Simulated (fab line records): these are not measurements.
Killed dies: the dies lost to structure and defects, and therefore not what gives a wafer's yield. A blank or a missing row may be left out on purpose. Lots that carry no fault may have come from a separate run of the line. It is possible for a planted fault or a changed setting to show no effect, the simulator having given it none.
Split-lot trial :: flow berkeleyCmos170 :: on a route of 331 steps: 5 lots, 23 wafers read

== SPLIT DETAILS ==
At UCB170_NLDD_IMPLANT_08, the setting energyKev was moved away from the recipe's 30 on 9 of the 23 wafers read, by -3.3% to +5.4%. The other wafers ran this setting at the recipe's value.

The reading comes from the split's own step.

== THE READING ==
In nm, at UCB170_NLDD_IMPLANT_08: implant.drpNm, which is the simulator's own figure and was read by no gauge. There is no usual value for it anywhere in the file.

wafer: L074.1
tool, chamber at the split: implanter-02, 0
energyKev as run: 31.63
against the recipe: +5.4%
implant.drpNm, nm: 9.992
against lot-mates on the recipe: +0.381

wafer: L074.2
tool, chamber at the split: implanter-02, 0
energyKev as run: 31.63
against the recipe: +5.4%
implant.drpNm, nm: 9.992
against lot-mates on the recipe: +0.381

wafer: L074.4
tool, chamber at the split: implanter-02, 0
energyKev as run: 31.63
against the recipe: +5.4%
implant.drpNm, nm: 9.992
against lot-mates on the recipe: +0.381

wafer: L074.3
tool, chamber at the split: implanter-02, 0
energyKev as run: 30
against the recipe: recipe
implant.drpNm, nm: 9.611
against lot-mates on the recipe: -

wafer: L074.6
tool, chamber at the split: implanter-02, 0
energyKev as run: 30
against the recipe: recipe
implant.drpNm, nm: 9.611
against lot-mates on the recipe: -

wafer: L077.1
tool, chamber at the split: implanter-01, 0
energyKev as run: 30
against the recipe: recipe
implant.drpNm, nm: 9.611
against lot-mates on the recipe: -

wafer: L077.2
tool, chamber at the split: implanter-01, 0
energyKev as run: 30
against the recipe: recipe
implant.drpNm, nm: 9.611
against lot-mates on the recipe: -

wafer: L077.3
tool, chamber at the split: implanter-01, 0
energyKev as run: 30
against the recipe: recipe
implant.drpNm, nm: 9.611
against lot-mates on the recipe: -

wafer: L077.4
tool, chamber at the split: implanter-01, 0
energyKev as run: 30
against the recipe: recipe
implant.drpNm, nm: 9.611
against lot-mates on the recipe: -

wafer: L077.6
tool, chamber at the split: implanter-01, 0
energyKev as run: 30
against the recipe: recipe
implant.drpNm, nm: 9.611
against lot-mates on the recipe: -

wafer: L080.2
tool, chamber at the split: implanter-01, 0
energyKev as run: 30
against the recipe: recipe
implant.drpNm, nm: 9.611
against lot-mates on the recipe: -

wafer: L080.3
tool, chamber at the split: implanter-01, 0
energyKev as run: 30
against the recipe: recipe
implant.drpNm, nm: 9.611
against lot-mates on the recipe: -

wafer: L080.6
tool, chamber at the split: implanter-01, 0
energyKev as run: 30
against the recipe: recipe
implant.drpNm, nm: 9.611
against lot-mates on the recipe: -

wafer: L084.1
tool, chamber at the split: implanter-01, 0
energyKev as run: 29
against the recipe: -3.3%
implant.drpNm, nm: 9.377
against lot-mates on the recipe: -0.234

wafer: L084.2
tool, chamber at the split: implanter-01, 0
energyKev as run: 29
against the recipe: -3.3%
implant.drpNm, nm: 9.377
against lot-mates on the recipe: -0.234

wafer: L084.3
tool, chamber at the split: implanter-01, 0
energyKev as run: 29
against the recipe: -3.3%
implant.drpNm, nm: 9.377
against lot-mates on the recipe: -0.234

wafer: L084.4
tool, chamber at the split: implanter-01, 0
energyKev as run: 30
against the recipe: recipe
implant.drpNm, nm: 9.611
against lot-mates on the recipe: -

wafer: L084.6
tool, chamber at the split: implanter-01, 0
energyKev as run: 30
against the recipe: recipe
implant.drpNm, nm: 9.611
against lot-mates on the recipe: -

wafer: L085.1
tool, chamber at the split: implanter-03, 0
energyKev as run: 31.54
against the recipe: +5.1%
implant.drpNm, nm: 9.971
against lot-mates on the recipe: +0.360

wafer: L085.2
tool, chamber at the split: implanter-03, 0
energyKev as run: 31.54
against the recipe: +5.1%
implant.drpNm, nm: 9.971
against lot-mates on the recipe: +0.360

wafer: L085.4
tool, chamber at the split: implanter-03, 0
energyKev as run: 31.54
against the recipe: +5.1%
implant.drpNm, nm: 9.971
against lot-mates on the recipe: +0.360

wafer: L085.3
tool, chamber at the split: implanter-03, 0
energyKev as run: 30
against the recipe: recipe
implant.drpNm, nm: 9.611
against lot-mates on the recipe: -

wafer: L085.5
tool, chamber at the split: implanter-03, 0
energyKev as run: 30
against the recipe: recipe
implant.drpNm, nm: 9.611
against lot-mates on the recipe: -

FIT RESULTS
A straight line over all 23 wafers: implant.drpNm changes by +0.0701 nm for each +1% of energyKev; r = +1.00; the points scatter about the line by 7.1e-05 nm.
The same after taking each lot's own level away (the mean of its wafers on the recipe; 23 wafers): +0.0701 nm for each +1%; r = +1.00; scatter 7.1e-05 nm.
Per that fit: largest energyKev move, reading shift of 0.38 nm.
The lots' own levels span 9.6110 to 9.6110 nm.
The two slopes agree, so the slope changes little with the lot-to-lot level.
Check: for one of the wafers moved furthest among these (+5.4%), held out of the fit, the line's prediction against its lot-mates is +0.381 nm. Against them it came out at +0.381 nm.

== FURTHER SPLITS ON THESE WAFERS ==
These wafers also went through other splits before the reading. Each is held against what the fit with the lots' levels taken away leaves over:
other split on the same wafers: UCB170_NWELL_COAT_07 resistThkNm
wafers away from the commonest value: 6
r with implant.drpNm (lot level and that fit taken away): -0.36

other split on the same wafers: UCB170_NWELL_IMPLANT_14 energyKev
wafers away from the commonest value: 5
r with implant.drpNm (lot level and that fit taken away): +0.16

other split on the same wafers: UCB170_PWELL_IMPLANT_15 doseCm2
wafers away from the commonest value: 8
r with implant.drpNm (lot level and that fit taken away): +0.02

other split on the same wafers: UCB170_ACTIVE_CVD_05 sih2cl2FlowSccm
wafers away from the commonest value: 18
r with implant.drpNm (lot level and that fit taken away): -0.03

other split on the same wafers: UCB170_ACTIVE_COAT_08 spinRpm
wafers away from the commonest value: 8
r with implant.drpNm (lot level and that fit taken away): +0.26

other split on the same wafers: UCB170_SCREENOX_OXIDATION_01 oxTimeS
wafers away from the commonest value: 15
r with implant.drpNm (lot level and that fit taken away): +0.03

other split on the same wafers: UCB170_PVT_COAT_01 spinRpm
wafers away from the commonest value: 8
r with implant.drpNm (lot level and that fit taken away): -0.50

other split on the same wafers: UCB170_PVT_IMPLANT_07 energyKev
wafers away from the commonest value: 3
r with implant.drpNm (lot level and that fit taken away): -0.01

other split on the same wafers: UCB170_GATE_CVD_04 sih4FlowSccm
wafers away from the commonest value: 10
r with implant.drpNm (lot level and that fit taken away): -0.37

other split on the same wafers: UCB170_GATE_ETCH_15 timeS
wafers away from the commonest value: 7
r with implant.drpNm (lot level and that fit taken away): -0.19

== THE WHOLE CHAIN: every reading that the file lists as answering this split, in the file's order ==
step: UCB170_NLDD_IMPLANT_08
what it does: 
reading: implant.rpNm (the simulator's own value, which no gauge read)
change (the file's fit): +0.16 nm for each +1% of the setting
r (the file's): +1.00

step: UCB170_NLDD_IMPLANT_08
what it does: 
reading: implant.drpNm (the simulator's own value, which no gauge read)
change (the file's fit): +0.0702 nm for each +1% of the setting
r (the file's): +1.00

== FILE'S OWN FIT ==
implant.drpNm changes by +0.0702 nm for each +1% of energyKev, r = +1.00.
